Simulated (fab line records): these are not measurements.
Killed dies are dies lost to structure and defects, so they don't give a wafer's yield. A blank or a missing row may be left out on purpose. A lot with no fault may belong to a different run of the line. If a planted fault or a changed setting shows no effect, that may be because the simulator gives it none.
fab line records | flow ritCmos
record lots=14 wafers=42 lastDay=6
route steps=202 shown ACTIVE@15 NWELL@36 NLDD@109 M1@202
lots untouched by any fault: they come from a run of this same line in which no faults occurred
startH: the number of hours between the record's first day and the start of the first shown wafer of the lot | waitH: hours since the lot's step before | " same as the row above | L1.1+2: several wafers, shown together as one row | - either no value or no given start | * or withheld: withheld | < > ~ a bound
route shown NAME@n: a module of which the file shows steps, and the number in the route of the first | usual: mean/standard deviation of fault-free wafers | same: alike in all rows | chamber/n: place in a boat | sites: the reading at each site | _std_site: standard deviation across them | _edge_site: outer sites' mean less inner sites' | radiusMm: for every site, how far away it sits from the centre of the wafer | mask NAME#n: copy n | behind: the most recent tool/chamber to have shaped the wafer | hold: what put the lot on hold/how long, in hours/how the hold closed | device: which transistor (n, p or np) failed to switch | end of line: the tests these same wafers got at the end of their route | for a step that has no rows: nothing shown but its recipe | killed: the dies lost at the first sort to structure and to defects; this is not the yield of the wafer | map: shows each die of a wafer: x if killed, . if not, _ if none is there
set.NAME: the run value of the setting; set.NAME@STEP: its run value at that earlier step | model.NAME: the simulator's own value behind a step, which no gauge read
a sample of lots followed through the steps of the route, with each step as a table and each wafer as a row
services: when a tool's chamber went out of use (startH, in hours from the record's first day, below 0 if earlier), for how many hours, and the reason
## steps
# step RIT_ACTIVE_STRIP_14
# recipe chemistry=O2 timeS=180 resist=NOVOLAK platenTempC=withheld powerW=500 pressureMtorr=4000 o2FlowSccm=4000
# usual drypumpMotorCurrentA=5.8/0.54 o2FlowSccm=3999/12
# columns lot.wafer tool chamber startH waitH drypumpMotorCurrentA o2FlowSccm rfHoursCounterH
L520.4 plasmaAsher-02 0 20.03 0.1 6.2 3997 -
L520.5 " 0 " " 6.2 4011 -
L520.6 " 1 " " 4.9 3997 -
L521.1 plasmaAsher-02 1 24.84 0.1 4.9 3998 38
L521.3 " 0 " " 6.1 3989 -
L521.5 " 0 " " 6.2 3998 -
L522.2 plasmaAsher-04 0 29.84 0.1 5.8 4007 39
L522.3 " 1 " " 6.5 4020 -
L522.5 " 0 " " 5.8 3996 -
L523.1 plasmaAsher-04 1 35.25 0.1 6.5 4023 39
L523.4 " 0 " " 5.8 3991 -
L523.6 " 1 " " 6.4 4010 -
L525.2 plasmaAsher-01 1 44.97 0.1 5.9 4012 40
L525.3 " 1 " " 5.9 4008 -
L525.4 " 0 " " 5.2 4014 -
L526.1 plasmaAsher-01 0 50.03 0.1 5.2 4014 40
L526.3 " 0 " " 5.2 4004 -
L526.6 " 1 " " 6.0 4012 -
L528.1 plasmaAsher-01 1 60.68 0.1 6.0 3977 42
L528.3 " 0 " " 5.2 4013 -
L528.6 " 1 " " 6.0 3992 -
L529.1 plasmaAsher-04 1 64.86 0.1 6.5 4006 43
L529.2 " 0 " " 5.8 3989 43
L529.3 " 1 " " 6.5 3995 -
L530.4 plasmaAsher-04 0 69.90 0.1 5.8 4009 -
L530.5 " 0 " " 5.8 4002 -
L530.6 " 1 " " 6.5 4001 -
L531.2 plasmaAsher-01 0 74.84 0.1 5.2 3973 44
L531.4 " 1 " " 5.9 3984 -
L531.6 " 0 " " 5.2 3976 -
L532.3 plasmaAsher-04 0 80.03 0.1 5.8 3999 -
L532.5 " 1 " " 6.5 3995 -
L532.6 " 0 " " 5.8 3999 -
L533.3 plasmaAsher-01 0 84.90 0.1 5.2 3992 -
L533.4 " 1 " " 5.9 4017 -
L533.5 " 1 " " 6.0 3999 -
L535.2 plasmaAsher-02 1 94.84 0.1 4.9 3989 42
L535.5 " 0 " " 6.2 4003 -
L535.6 " 1 " " 4.9 3986 -
L537.3 plasmaAsher-04 0 104.90 0.1 5.8 3993 -
L537.4 " 1 " " 6.5 3979 -
L537.6 " 0 " " 5.8 3992 -
# step RIT_NWELL_IMPLANT_08
# recipe species=P energyKev=170 doseCm2=5e+13 tiltDeg=7
# usual doseIonsCm2=5e+13/5e+10 faradayCurrentUA=158/3.1
# columns lot.wafer tool chamber startH waitH doseIonsCm2 faradayCurrentUA
L520.4 implanter-01 0 25.97 0.2 4.996e+13 164
L520.5 " 0 " " 4.998e+13 156
L520.6 " 0 " " 4.994e+13 154
L521.1 implanter-04 0 31.44 0.2 4.993e+13 154
L521.3 " 0 " " 5e+13 158
L521.5 " 0 " " 5.003e+13 157
L522.2 implanter-02 0 36.96 0.2 5.006e+13 160
L522.3 " 0 " " 5.006e+13 155
L522.5 " 0 " " 5.018e+13 161
L523.1 implanter-01 0 40.88 0.2 4.998e+13 157
L523.4 " 0 " " 5e+13 155
L523.6 " 0 " " 5e+13 158
L525.2 implanter-01 0 50.56 0.2 5e+13 159
L525.3 " 0 " " 5.002e+13 153
L525.4 " 0 " " 5.002e+13 159
L526.1 implanter-01 0 56.00 0.2 4.999e+13 162
L526.3 " 0 " " 4.992e+13 163
L526.6 " 0 " " 4.995e+13 160
L528.1 implanter-04 0 66.52 0.2 5.005e+13 156
L528.3 " 0 " " 5.001e+13 159
L528.6 " 0 " " 5.003e+13 160
L529.1 implanter-02 0 70.47 0.2 4.993e+13 159
L529.2 " 0 " " 4.994e+13 166
L529.3 " 0 " " 4.993e+13 159
L530.4 implanter-04 0 75.72 0.2 4.999e+13 162
L530.5 " 0 " " 4.999e+13 162
L530.6 " 0 " " 5.006e+13 163
L531.2 implanter-02 0 80.49 0.2 4.993e+13 159
L531.4 " 0 " " 5e+13 159
L531.6 " 0 " " 4.994e+13 166
L532.3 implanter-02 0 85.93 0.2 5.001e+13 153
L532.5 " 0 " " 4.997e+13 161
L532.6 " 0 " " 4.995e+13 164
L533.3 implanter-02 0 90.98 0.2 7.434e+13 236
L533.4 " 0 " " 7.435e+13 232
L533.5 " 0 " " 7.44e+13 236
L535.2 implanter-02 0 101.34 0.2 7.443e+13 232
L535.5 " 0 " " 7.44e+13 237
L535.6 " 0 " " 7.448e+13 231
L537.3 implanter-04 0 111.63 0.2 5.004e+13 162
L537.4 " 0 " " 5.001e+13 163
L537.6 " 0 " " 4.999e+13 157
# step RIT_NWELL_TW_MEAS_10
# usual NWELL_TW=2130/18
# columns lot.wafer tool chamber startH waitH NWELL_TW
L520.4 filmMetro-04 - 26.25 0.1 2119
L520.5 " - " " 2118
L520.6 " - " " 2128
L521.1 filmMetro-01 - 31.77 0.1 2154
L521.3 " - " " 2167
L521.5 " - " " 2160
L522.2 filmMetro-02 - 37.27 0.1 2120
L522.3 " - " " 2110
L522.5 " - " " 2113
L523.1 filmMetro-02 - 41.20 0.1 2115
L523.4 " - " " 2121
L523.6 " - " " 2123
L525.2 filmMetro-02 - 50.87 0.1 2120
L525.3 " - " " 2107
L525.4 " - " " 2112
L526.1 filmMetro-01 - 56.33 0.1 2155
L526.3 " - " " 2161
L526.6 " - " " 2163
L528.1 filmMetro-02 - 66.85 0.1 2108
L528.3 " - " " 2114
L528.6 " - " " 2128
L529.1 filmMetro-02 - 70.79 0.1 2114
L529.2 " - " " 2113
L529.3 " - " " 2122
L530.4 filmMetro-01 - 76.00 0.1 2163
L530.5 " - " " 2158
L530.6 " - " " 2160
L531.2 filmMetro-02 - 80.80 0.1 2110
L531.4 " - " " 2121
L531.6 " - " " 2116
L532.3 filmMetro-04 - 86.23 0.1 2125
L532.5 " - " " 2128
L532.6 " - " " 2115
L533.3 filmMetro-04 - 91.28 0.1 2414
L533.4 " - " " 2405
L533.5 " - " " 2404
L535.2 filmMetro-02 - 101.65 0.1 2428
L535.5 " - " " 2414
L535.6 " - " " 2415
L537.3 filmMetro-04 - 111.93 0.1 2119
L537.4 " - " " 2117
L537.6 " - " " 2109
# step RIT_WELLDRIVE_RS_MEAS_01
# recipe thkMeasGauge=four-point-probe
# usual NWELL_RS=275.4/0.68
# columns lot.wafer tool chamber startH waitH NWELL_RS[ohm/sq]
L520.4 filmMetro-04 - 33.24 0.1 274.4
L520.5 " - " " 275.0
L520.6 " - " " 274.8
L521.1 filmMetro-01 - 38.59 0.0 275.9
L521.3 " - " " 275.6
L521.5 " - " " 275.5
L522.2 filmMetro-01 - 43.97 0.0 275.6
L522.3 " - " " 275.9
L522.5 " - " " 276.1
L523.1 filmMetro-02 - 48.17 0.0 274.6
L523.4 " - " " 275.1
L523.6 " - " " 275.1
L525.2 filmMetro-01 - 57.70 0.0 276.5
L525.3 " - " " 276.1
L525.4 " - " " 277.0
L526.1 filmMetro-01 - 63.15 0.0 275.1
L526.3 " - " " 275.5
L526.6 " - " " 275.1
L528.1 filmMetro-04 - 73.67 0.0 275.8
L528.3 " - " " 275.7
L528.6 " - " " 275.8
L529.1 filmMetro-04 - 78.42 0.0 275.7
L529.2 " - " " 276.2
L529.3 " - " " 276.0
L530.4 filmMetro-01 - 83.51 0.1 274.5
L530.5 " - " " 274.7
L530.6 " - " " 274.9
L531.2 filmMetro-01 - 88.55 0.0 275.8
L531.4 " - " " 275.6
L531.6 " - " " 276.8
L532.3 filmMetro-02 - 93.83 0.0 275.2
L532.5 " - " " 274.7
L532.6 " - " " 275.9
L533.3 filmMetro-02 - 98.91 0.0 217.2
L533.4 " - " " 217.0
L533.5 " - " " 216.7
L535.2 filmMetro-01 - 108.99 0.0 216.1
L535.5 " - " " 216.8
L535.6 " - " " 217.2
L537.3 filmMetro-01 - 118.76 0.0 275.6
L537.4 " - " " 276.4
L537.6 " - " " 276.5
# step RIT_NLDD_OVL_MEAS_06
# usual NLDD_OVL=-0.9/1.4
# columns lot.wafer tool chamber startH waitH NLDD_OVL[nm]
L520.4 overlay-01 - 45.66 - -0.3
L520.5 " - " " -0.4
L520.6 " - " " -1.8
L521.1 overlay-01 - 52.14 - -0.4
L521.3 " - " " 0.1
L521.5 " - " " 0.8
L522.2 overlay-01 - 57.69 - -1.9
L522.3 " - " " -2.2
L522.5 " - " " -0.7
L523.1 overlay-01 - 62.13 - 0.3
L523.4 " - " " -0.4
L523.6 " - " " 0.1
L525.2 overlay-02 - 70.42 - -1.2
L525.3 " - " " -1.7
L525.4 " - " " -0.2
L526.1 overlay-01 - 77.35 - -1.9
L526.3 " - " " -1.4
L526.6 " - " " -1.1
L528.1 overlay-02 - 86.38 - -2.3
L528.3 " - " " -1.0
L528.6 " - " " -2.4
L529.1 overlay-01 - 92.05 - -1.4
L529.2 " - " " 0.2
L529.3 " - " " 2.2
L530.4 overlay-01 - 96.05 - -1.8
L530.5 " - " " -2.2
L530.6 " - " " 0.6
L531.2 overlay-01 - 104.89 - -2.2
L531.4 " - " " -0.3
L531.6 " - " " -1.0
L532.3 overlay-02 - 106.84 - -2.7
L532.5 " - " " -1.6
L532.6 " - " " -1.6
L533.3 overlay-01 - 111.85 - -1.8
L533.4 " - " " -0.7
L533.5 " - " " -1.6
L535.2 overlay-01 - 122.26 - -2.5
L535.5 " - " " -0.5
L535.6 " - " " -1.8
L537.3 overlay-02 - 132.93 - 2.6
L537.4 " - " " 1.3
L537.6 " - " " 2.8
# step RIT_NLDD_TW_MEAS_10
# usual NLDD_TW=2465/17
# columns lot.wafer tool chamber startH waitH NLDD_TW
L520.4 filmMetro-03 - 46.18 0.1 2487
L520.5 " - " " 2488
L520.6 " - " " 2488
L521.1 filmMetro-03 - 52.65 0.1 2495
L521.3 " - " " 2471
L521.5 " - " " 2484
L522.2 filmMetro-04 - 58.20 0.1 2451
L522.3 " - " " 2436
L522.5 " - " " 2438
L523.1 filmMetro-03 - 62.64 0.1 2499
L523.4 " - " " 2486
L523.6 " - " " 2496
L525.2 filmMetro-04 - 70.94 0.1 2448
L525.3 " - " " 2454
L525.4 " - " " 2450
L526.1 filmMetro-04 - 77.86 0.1 2453
L526.3 " - " " 2458
L526.6 " - " " 2465
L528.1 filmMetro-02 - 86.91 0.1 2456
L528.3 " - " " 2451
L528.6 " - " " 2452
L529.1 filmMetro-03 - 92.56 0.1 2483
L529.2 " - " " 2486
L529.3 " - " " 2478
L530.4 filmMetro-04 - 96.57 0.1 2457
L530.5 " - " " 2462
L530.6 " - " " 2463
L531.2 filmMetro-02 - 105.40 0.1 2472
L531.4 " - " " 2455
L531.6 " - " " 2481
L532.3 filmMetro-04 - 107.47 0.1 2455
L532.5 " - " " 2445
L532.6 " - " " 2463
L533.3 filmMetro-02 - 112.37 0.1 2484
L533.4 " - " " 2450
L533.5 " - " " 2461
L535.2 filmMetro-03 - 122.77 0.1 2496
L535.5 " - " " 2496
L535.6 " - " " 2501
L537.3 filmMetro-03 - 133.45 0.1 2490
L537.4 " - " " 2491
L537.6 " - " " 2482
# step RIT_M1_PROBE_99
# usual killed_at_M0_to_M3=0.0/0.16 killedAtContacts=0.1/0.3 killedAtFrontEnd=7.1/3 killedDies=7.3/3 killedOpen=3.6/2 killedShort=3.5/1.9
# same grossDies=264 killed_at_M4_up=0 killedAtBackSide=0 killedAtOther=0
# columns lot.wafer tool chamber startH waitH killed_at_M0_to_M3 killedAtContacts killedAtFrontEnd killedDies killedOpen killedShort
L530.4 prober-02 - 112.69 0.2 0 0 6 6 4 2
L530.5 prober-02 - 112.74 0.2 0 0 6 6 4 2
L530.6 prober-02 - 112.79 0.2 0 0 10 10 3 7
# killed by level:class
L530.4 GATE:geometricParticle:open=2 REOX:geometricParticle:short=2 SPACER:geometricParticle:open=2
L530.5 GATE:geometricParticle:open=4 GATE:geometricParticle:short=1 SILICIDE:geometricParticle:short=1
L530.6 GATE:geometricParticle:short=6 GATE:geometricParticle:open=3 SPACER:geometricParticle:short=1
## services
# columns tool chamber startH hours kind
implanter-02 - 10.29 3.3 repair
implanter-02 - 40.80 2.6 repair
plasmaAsher-02 - 108.75 9.0 pm
plasmaAsher-02 0 108.75 9.0 ventCycle
plasmaAsher-02 1 108.75 9.0 ventCycle
## key
firstSign step=RIT_NWELL_IMPLANT_08 reading=doseIonsCm2 direction=up sigmas=99+ usual=5e+13 struck=7.44e+13
effect step=RIT_NWELL_IMPLANT_08 reading=faradayCurrentUA direction=up sigmas=24 usual=158 struck=234
effect step=RIT_NWELL_TW_MEAS_10 reading=NWELL_TW direction=up sigmas=16 usual=2130 struck=2413
effect step=RIT_WELLDRIVE_RS_MEAS_01 reading=NWELL_RS direction=down sigmas=86 usual=275.4 struck=216.8
metAt RIT_NWELL_IMPLANT_08
struckLots L533,L535
testerLeftOut L533,L535
loopTrim step=RIT_M1_EXPOSE_06 setting=dose lots=L535
notActingAt RIT_ACTIVE_STRIP_14,RIT_NLDD_OVL_MEAS_06,RIT_NLDD_TW_MEAS_10
onsetBetween 85.93 90.98
fault kind=processParameterDrift tool=implanter-02 chamber=- onsetH=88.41 steps=RIT_NWELL_IMPLANT_08 channel=doseCm2 offset=2.4362e+13 shape=step endH=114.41 actsIn=theseRecipesOnly stated=5e+13
# testerLeftOut: of these lots the tester's yield and bins aren't shown, on N5 and GAA mostly nor the transistor test; their killed dies are dies lost to structure and defects alone, not to doping, threshold or leakage, so they don't give the yield
# loopTrim: a control loop set the setting to another value than it would have without faults
